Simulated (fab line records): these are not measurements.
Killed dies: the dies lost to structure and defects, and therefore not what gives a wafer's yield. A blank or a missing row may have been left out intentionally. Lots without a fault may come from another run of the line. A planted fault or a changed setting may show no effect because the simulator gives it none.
Code-filled problem report in 8D (eight disciplines) form :: flow rit cmos :: the parts of the form that need people (team, actions taken, sign-off) are left out

== 1. WHAT IS WRONG ==
M1_AL_RS at RIT_M1_RS_MEAS_01 reads a mean of 0.0687 ohm/sq on 1 wafer of 1 lot; wafers without a fault read 0.0737 ohm/sq with a standard deviation of 0.0011. That puts it -4.5 standard deviations away from the usual mean.
The step: measures by four-point-probe.
Seen first at day 6 18:34 on film metro-04, wafer L671.5. At this step, 39 wafers from 13 lots have a number in the record. Rule for "out", or "out of limits": more than 4 standard deviations from the usual mean. The other wafers with a number count as sound.

== 2. WHAT IT IS, WHAT IT ISN'T ==
question: which readings at this step
is: M1_AL_RS
is not: -

question: which lots
is: L671
is not: L656, L657, L659, L660, L661, L662, L664, L666, L673, L674, L677, L678

question: which wafers of those lots
is: L671.5
is not: L671.3, L671.4

question: read on which gauges
is: film metro-04
is not: film metro-01, film metro-02

question: when
is: from day 6 18:34
is not: up to then (26 sound wafers); but 12 sound wafers of L673, L674, L677, L678 came after

== 3. WHAT RULES OUT EACH SUSPECT ==
Counting: if a tool at a process step up to the reading ran every lot that is out, it stays a suspect. Sound lots after the first of them don't rule it out here, since some wafers of a struck lot are sound.
- the gauge at RIT_M1_RS_MEAS_01: kept. All the wafers that are out were read on film metro-04, and no step on other tools shows them out.
- pvd sputter-03 at RIT_M1_SPUTTER_00 (material Al, target thk 400 nm, time 500 s): kept. It ran the lot that is out, L671 (day 6 18:13); its last sound lot up to then is L661 (day 4 17:25).
After counting, pvd sputter-03 at RIT_M1_SPUTTER_00 and film metro-04 at RIT_M1_RS_MEAS_01 remain.

== 4. THE CAUSE (what the simulator had put in) ==
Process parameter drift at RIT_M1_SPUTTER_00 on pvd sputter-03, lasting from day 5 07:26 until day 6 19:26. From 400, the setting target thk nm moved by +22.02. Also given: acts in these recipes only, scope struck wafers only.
2 suspects survive the count, and this tool is in that group.

== 5. THE CHAIN OF EFFECTS, in route order ==
Each row: a reading where the mean over the struck wafers with a number is more than 3 standard deviations away from the usual. Only readings for which the record gives a usual standard deviation are gone through. hours: the time from each lot's start at the first step in this table that gives one to its start at this step, as a median over the lots. sigmas: the change in usual standard deviations.
hours: 0
step: RIT_M1_RS_MEAS_01
reading: M1_AL_RS
usual: 0.0737 ohm/sq
on struck wafers: 0.0687
change: -0.0050
sigmas: -4.5

hours: 5
step: RIT_M1_THK_MEAS_02
reading: M1_AL_THK
usual: 401 nm
on struck wafers: 432
change: +31
sigmas: +4.8

== 6. HOW IT WOULD HAVE BEEN CAUGHT EARLIER ==
In this record the first reading out of limits at a measuring or inspecting step was taken at day 6 18:34, 35 hours after the fault began at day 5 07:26.
Of the tool readings at RIT_M1_SPUTTER_00 for which the record gives a usual standard deviation, none was out on any struck wafer, so an alarm limit of 4 standard deviations on them would not have fired.
By day 6 18:34, every lot that is out (1) had started RIT_M1_SPUTTER_00 on pvd sputter-03. Had the tool been put on hold then, not one of them would have been saved.
